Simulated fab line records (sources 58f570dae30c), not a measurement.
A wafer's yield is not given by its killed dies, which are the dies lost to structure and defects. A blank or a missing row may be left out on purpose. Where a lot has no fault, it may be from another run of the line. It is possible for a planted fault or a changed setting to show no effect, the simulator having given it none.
Which tool is to blame? / flow berkeley_cmos170 / 42 wafers from 14 lots sampled at 6 of the route's 331 steps

WHAT EACH GAUGE READ, for each wafer
UCB170_ACTIVE_THK_MEAS_06.
lot=L495; measured=day 4 01:03; on=film_metro-01; ACTIVE_NITRIDE_THK (nm)=220.5 221.9 221.5
lot=L496; measured=day 4 01:07; on=film_metro-01; ACTIVE_NITRIDE_THK (nm)=217.8 216.3 214.6
lot=L497; measured=day 4 12:13; on=film_metro-01; ACTIVE_NITRIDE_THK (nm)=218.8 219.4 219.4
lot=L499; measured=day 4 21:08; on=film_metro-01; ACTIVE_NITRIDE_THK (nm)=222.0 222.5 221.7
lot=L500; measured=day 4 21:07; on=film_metro-02; ACTIVE_NITRIDE_THK (nm)=221.4 217.8 219.8
lot=L502; measured=day 5 13:13; on=film_metro-04; ACTIVE_NITRIDE_THK (nm)=218.2 218.1 219.3
lot=L503; measured=day 5 19:14; on=film_metro-02; ACTIVE_NITRIDE_THK (nm)=222.0 222.3 220.8
lot=L505; measured=day 6 06:20; on=film_metro-02; ACTIVE_NITRIDE_THK (nm)=219.8 219.9 218.6
lot=L506; measured=day 6 11:43; on=film_metro-01; ACTIVE_NITRIDE_THK (nm)=222.9 221.9 220.5
lot=L508; measured=day 6 19:23; on=film_metro-01; ACTIVE_NITRIDE_THK (nm)=222.9 221.2 222.7
lot=L511; measured=day 7 19:44; on=film_metro-02; ACTIVE_NITRIDE_THK (nm)=181.7 182.7 184.4
lot=L512; measured=day 7 19:44; on=film_metro-01; ACTIVE_NITRIDE_THK (nm)=183.4 181.8 183.9
lot=L514; measured=day 8 21:55; on=film_metro-01; ACTIVE_NITRIDE_THK (nm)=219.2 219.6 220.0
lot=L515; measured=day 8 21:53; on=film_metro-04; ACTIVE_NITRIDE_THK (nm)=221.2 222.2 223.9

UCB170_NVT_OVL_MEAS_06.
lot=L495; measured=day 5 11:11; on=overlay-01; NVT_OVL (nm)=-3 -5 -2
lot=L496; measured=day 5 11:04; on=overlay-02; NVT_OVL (nm)=0 -5 -6
lot=L497; measured=day 5 21:02; on=overlay-02; NVT_OVL (nm)=2 1 -1
lot=L499; measured=day 6 09:32; on=overlay-02; NVT_OVL (nm)=0 4 -3
lot=L500; measured=day 6 09:49; on=overlay-02; NVT_OVL (nm)=0 4 -2
lot=L502; measured=day 7 03:05; on=overlay-02; NVT_OVL (nm)=5 9 7
lot=L503; measured=day 7 07:50; on=overlay-01; NVT_OVL (nm)=-2 0 -1
lot=L505; measured=day 7 22:07; on=overlay-02; NVT_OVL (nm)=10 4 3
lot=L506; measured=day 8 02:42; on=overlay-02; NVT_OVL (nm)=1 -1 2
lot=L508; measured=day 8 02:59; on=overlay-01; NVT_OVL (nm)=0 2 1
lot=L511; measured=day 9 04:20; on=overlay-02; NVT_OVL (nm)=-1 -6 -8
lot=L512; measured=day 9 04:23; on=overlay-01; NVT_OVL (nm)=-9 -3 -3
lot=L514; measured=day 9 23:47; on=overlay-02; NVT_OVL (nm)=-1 -6 -2
lot=L515; measured=day 9 23:40; on=overlay-01; NVT_OVL (nm)=6 3 -1

UCB170_PVT_OVL_MEAS_06.
lot=L495; measured=day 5 13:15; on=overlay-02; PVT_OVL (nm)=9 6 4
lot=L496; measured=day 5 12:46; on=overlay-01; PVT_OVL (nm)=0 -1 2
lot=L497; measured=day 6 00:01; on=overlay-01; PVT_OVL (nm)=-2 -6 -4
lot=L499; measured=day 6 11:24; on=overlay-01; PVT_OVL (nm)=5 8 6
lot=L500; measured=day 6 11:32; on=overlay-02; PVT_OVL (nm)=5 5 1
lot=L502; measured=day 7 04:41; on=overlay-02; PVT_OVL (nm)=-3 4 2
lot=L503; measured=day 7 11:51; on=overlay-02; PVT_OVL (nm)=13 7 10
lot=L505; measured=day 8 00:31; on=overlay-01; PVT_OVL (nm)=-2 -7 -5
lot=L506; measured=day 8 05:10; on=overlay-02; PVT_OVL (nm)=-6 -4 -5
lot=L508; measured=day 8 05:25; on=overlay-01; PVT_OVL (nm)=2 6 8
lot=L511; measured=day 9 07:17; on=overlay-02; PVT_OVL (nm)=-2 -3 -2
lot=L512; measured=day 9 06:39; on=overlay-01; PVT_OVL (nm)=1 5 8
lot=L514; measured=day 10 01:37; on=overlay-01; PVT_OVL (nm)=5 8 6
lot=L515; measured=day 10 01:29; on=overlay-02; PVT_OVL (nm)=-8 -6 1

UCB170_CONTACT_OVL_MEAS_16.
lot=L495; measured=day 6 19:38; on=overlay-02; CONTACT_OVL (nm)=-10 -9 -13
lot=L496; measured=day 6 19:16; on=overlay-02; CONTACT_OVL (nm)=1 0 6
lot=L497; measured=day 7 14:52; on=overlay-01; CONTACT_OVL (nm)=2 -7 2
lot=L499; measured=day 8 01:35; on=overlay-01; CONTACT_OVL (nm)=-8 -3 -5
lot=L500; measured=day 8 01:22; on=overlay-02; CONTACT_OVL (nm)=-4 -3 -4
lot=L502; measured=day 8 13:06; on=overlay-01; CONTACT_OVL (nm)=0 6 0
lot=L503; measured=day 9 03:11; on=overlay-01; CONTACT_OVL (nm)=-3 -2 -8
lot=L505; measured=day 9 18:27; on=overlay-02; CONTACT_OVL (nm)=-7 -1 -6
lot=L506; measured=day 9 19:54; on=overlay-01; CONTACT_OVL (nm)=-3 -7 0
lot=L508; measured=day 9 20:10; on=overlay-02; CONTACT_OVL (nm)=3 3 5
lot=L511; measured=day 10 12:29; on=overlay-02; CONTACT_OVL (nm)=-5 2 1
lot=L512; measured=day 10 12:08; on=overlay-02; CONTACT_OVL (nm)=-6 -2 3
lot=L514; measured=day 11 09:11; on=overlay-02; CONTACT_OVL (nm)=6 13 6
lot=L515; measured=day 11 09:19; on=overlay-02; CONTACT_OVL (nm)=-10 -2 -4

WHICH TOOL RAN EACH LOT (tool, then ch and the chambers of the sampled wafers, then the start)
lot=L495; UCB170_ACTIVE_CVD_05=lpcvd-01 ch 1, day 3 23:08; UCB170_ACTIVE_ETCH_15=rie_diel-04 ch 2,3, day 4 02:07
lot=L496; UCB170_ACTIVE_CVD_05=lpcvd-01 ch 0, day 3 23:08; UCB170_ACTIVE_ETCH_15=rie_diel-03 ch 1,3, day 4 02:37
lot=L497; UCB170_ACTIVE_CVD_05=lpcvd-01 ch 0, day 4 10:17; UCB170_ACTIVE_ETCH_15=rie_diel-04 ch 0,1, day 4 13:41
lot=L499; UCB170_ACTIVE_CVD_05=lpcvd-02 ch 1, day 4 19:11; UCB170_ACTIVE_ETCH_15=rie_diel-03 ch 0,2, day 4 23:31
lot=L500; UCB170_ACTIVE_CVD_05=lpcvd-02 ch 0, day 4 19:11; UCB170_ACTIVE_ETCH_15=rie_diel-04 ch 0,1,2, day 4 23:44
lot=L502; UCB170_ACTIVE_CVD_05=lpcvd-02 ch 1, day 5 11:17; UCB170_ACTIVE_ETCH_15=rie_diel-04 ch 0,1,3, day 5 14:47
lot=L503; UCB170_ACTIVE_CVD_05=lpcvd-01 ch 1, day 5 17:19; UCB170_ACTIVE_ETCH_15=rie_diel-01 ch 0,3, day 5 20:26
lot=L505; UCB170_ACTIVE_CVD_05=lpcvd-01 ch 1, day 6 04:25; UCB170_ACTIVE_ETCH_15=rie_diel-04 ch 0,2,3, day 6 07:23
lot=L506; UCB170_ACTIVE_CVD_05=lpcvd-02 ch 1, day 6 09:47; UCB170_ACTIVE_ETCH_15=rie_diel-03 ch 0,2,3, day 6 13:15
lot=L508; UCB170_ACTIVE_CVD_05=lpcvd-01 ch 0, day 6 17:28; UCB170_ACTIVE_ETCH_15=rie_diel-03 ch 1,2,3, day 6 20:52
lot=L511; UCB170_ACTIVE_CVD_05=lpcvd-02 ch 0, day 7 17:49; UCB170_ACTIVE_ETCH_15=rie_diel-04 ch 0,3, day 7 20:55
lot=L512; UCB170_ACTIVE_CVD_05=lpcvd-02 ch 0, day 7 17:49; UCB170_ACTIVE_ETCH_15=rie_diel-03 ch 0,2,3, day 7 21:02
lot=L514; UCB170_ACTIVE_CVD_05=lpcvd-01 ch 1, day 8 19:58; UCB170_ACTIVE_ETCH_15=rie_diel-03 ch 1,2,3, day 8 23:26
lot=L515; UCB170_ACTIVE_CVD_05=lpcvd-01 ch 0, day 8 19:58; UCB170_ACTIVE_ETCH_15=rie_diel-01 ch 1,2,3, day 8 23:39
- UCB170_ACTIVE_CVD_05: deposits Si3N4 from SiH2Cl2/NH3, target thk 220 nm, time 3300 s.
- UCB170_ACTIVE_ETCH_15: etches Si3N4 in CH3F/Ar/O2, stops on SiO2, target depth 242 nm, time 151 s.

WHAT THE TOOLS THEMSELVES READ (means of the sampled wafers that have a number; where no wafer has one, the mark that the record gives instead)
UCB170_ACTIVE_CVD_05.
lot=L495; tool=lpcvd-01; pressure_mtorr (mTorr)=200.4; zone_power_source_pct (%)=20.5
lot=L496; tool=lpcvd-01; pressure_mtorr (mTorr)=199.6; zone_power_source_pct (%)=19.4
lot=L497; tool=lpcvd-01; pressure_mtorr (mTorr)=200.3; zone_power_source_pct (%)=19.1
lot=L499; tool=lpcvd-02; pressure_mtorr (mTorr)=200.3; zone_power_source_pct (%)=22.4
lot=L500; tool=lpcvd-02; pressure_mtorr (mTorr)=199.4; zone_power_source_pct (%)=20.2
lot=L502; tool=lpcvd-02; pressure_mtorr (mTorr)=199.6; zone_power_source_pct (%)=22.4
lot=L503; tool=lpcvd-01; pressure_mtorr (mTorr)=200.0; zone_power_source_pct (%)=20.7
lot=L505; tool=lpcvd-01; pressure_mtorr (mTorr)=199.7; zone_power_source_pct (%)=20.4
lot=L506; tool=lpcvd-02; pressure_mtorr (mTorr)=199.7; zone_power_source_pct (%)=22.3
lot=L508; tool=lpcvd-01; pressure_mtorr (mTorr)=199.6; zone_power_source_pct (%)=19.3
lot=L511; tool=lpcvd-02; pressure_mtorr (mTorr)=100.3; zone_power_source_pct (%)=20.4
lot=L512; tool=lpcvd-02; pressure_mtorr (mTorr)=100.4; zone_power_source_pct (%)=20.2
lot=L514; tool=lpcvd-01; pressure_mtorr (mTorr)=200.1; zone_power_source_pct (%)=20.6
lot=L515; tool=lpcvd-01; pressure_mtorr (mTorr)=200.0; zone_power_source_pct (%)=19.3

UCB170_ACTIVE_ETCH_15.
lot=L495; tool=rie_diel-04; drypump_motor_current_A (A)=5.9; oes_product_au (a.u.)=0.963; throttle_valve_pct (%)=8.17
lot=L496; tool=rie_diel-03; drypump_motor_current_A (A)=5.6; oes_product_au (a.u.)=0.925; throttle_valve_pct (%)=8.22
lot=L497; tool=rie_diel-04; drypump_motor_current_A (A)=4.8; oes_product_au (a.u.)=0.915; throttle_valve_pct (%)=8.12
lot=L499; tool=rie_diel-03; drypump_motor_current_A (A)=6.3; oes_product_au (a.u.)=0.951; throttle_valve_pct (%)=8.13
lot=L500; tool=rie_diel-04; drypump_motor_current_A (A)=5.1; oes_product_au (a.u.)=0.938; throttle_valve_pct (%)=8.12
lot=L502; tool=rie_diel-04; drypump_motor_current_A (A)=5.4; oes_product_au (a.u.)=0.928; throttle_valve_pct (%)=8.08
lot=L503; tool=rie_diel-01; drypump_motor_current_A (A)=5.6; oes_product_au (a.u.)=0.960; throttle_valve_pct (%)=7.98
lot=L505; tool=rie_diel-04; drypump_motor_current_A (A)=5.7; oes_product_au (a.u.)=0.953; throttle_valve_pct (%)=8.08
lot=L506; tool=rie_diel-03; drypump_motor_current_A (A)=6.3; oes_product_au (a.u.)=0.941; throttle_valve_pct (%)=8.13
lot=L508; tool=rie_diel-03; drypump_motor_current_A (A)=5.9; oes_product_au (a.u.)=0.948; throttle_valve_pct (%)=8.24
lot=L511; tool=rie_diel-04; drypump_motor_current_A (A)=5.4; oes_product_au (a.u.)=0.851; throttle_valve_pct (%)=8.02
lot=L512; tool=rie_diel-03; drypump_motor_current_A (A)=6.2; oes_product_au (a.u.)=0.847; throttle_valve_pct (%)=8.14
lot=L514; tool=rie_diel-03; drypump_motor_current_A (A)=5.9; oes_product_au (a.u.)=0.945; throttle_valve_pct (%)=8.25
lot=L515; tool=rie_diel-01; drypump_motor_current_A (A)=5.8; oes_product_au (a.u.)=0.964; throttle_valve_pct (%)=7.99

THE ANSWER, worked out from the rows above alone
Rule: usual is defined by the lots themselves. Put in order of their means at a reading, lots are off if they are a third of the lots or fewer, leave a main group of 4 or more, and stand apart from it by a gap of 3 or more times the standard deviation of the main group's means; of several such gaps the widest counts. The tables above print the reading to a certain number of digits; a main group whose means all agree to those digits is not used. A lot without any number at a reading at which 4 lots or more have one is off too. All remaining lots with rows at the step are treated as sound. First the gauges in route order, then the tools' own readings, where a lot's mean is used as printed above. The first step at which some lot is off is used, and at that step the reading that is off furthest; a lot without a number counts as furthest.
Off: L511, L512, seen at UCB170_ACTIVE_THK_MEAS_06 (ACTIVE_NITRIDE_THK). Main group: mean 220.3 nm, sd 1.8.
A tool fits if, at a process step before that reading, it ran every lot that is off, and no sound lot after the first of them. The gauges at UCB170_ACTIVE_THK_MEAS_06 aren't tried: what is off there is off at UCB170_ACTIVE_CVD_05 too, on other tools, and a gauge's error can't cause that. One fits: UCB170_ACTIVE_CVD_05 on lpcvd-02. A fault onset in the window from L506 (day 6 09:47, its last sound lot) to L511 (day 7 17:49, its first lot off) fits.
The tool's own readings at UCB170_ACTIVE_CVD_05 bear it out: on the lots that are off they differ by more than 5 times the standard deviation of the sound lots' means. pressure_mtorr reads 100.3 mTorr there against 199.9 mTorr on the sound lots.

WHAT WAS PUT IN BY THE SIMULATOR
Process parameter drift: lpcvd-02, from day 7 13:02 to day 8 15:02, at UCB170_ACTIVE_CVD_05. The setting pressure_mtorr was moved by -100, starting from 200. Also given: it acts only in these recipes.
Struck lots among those shown: L511, L512. The rule above reached the same finding.
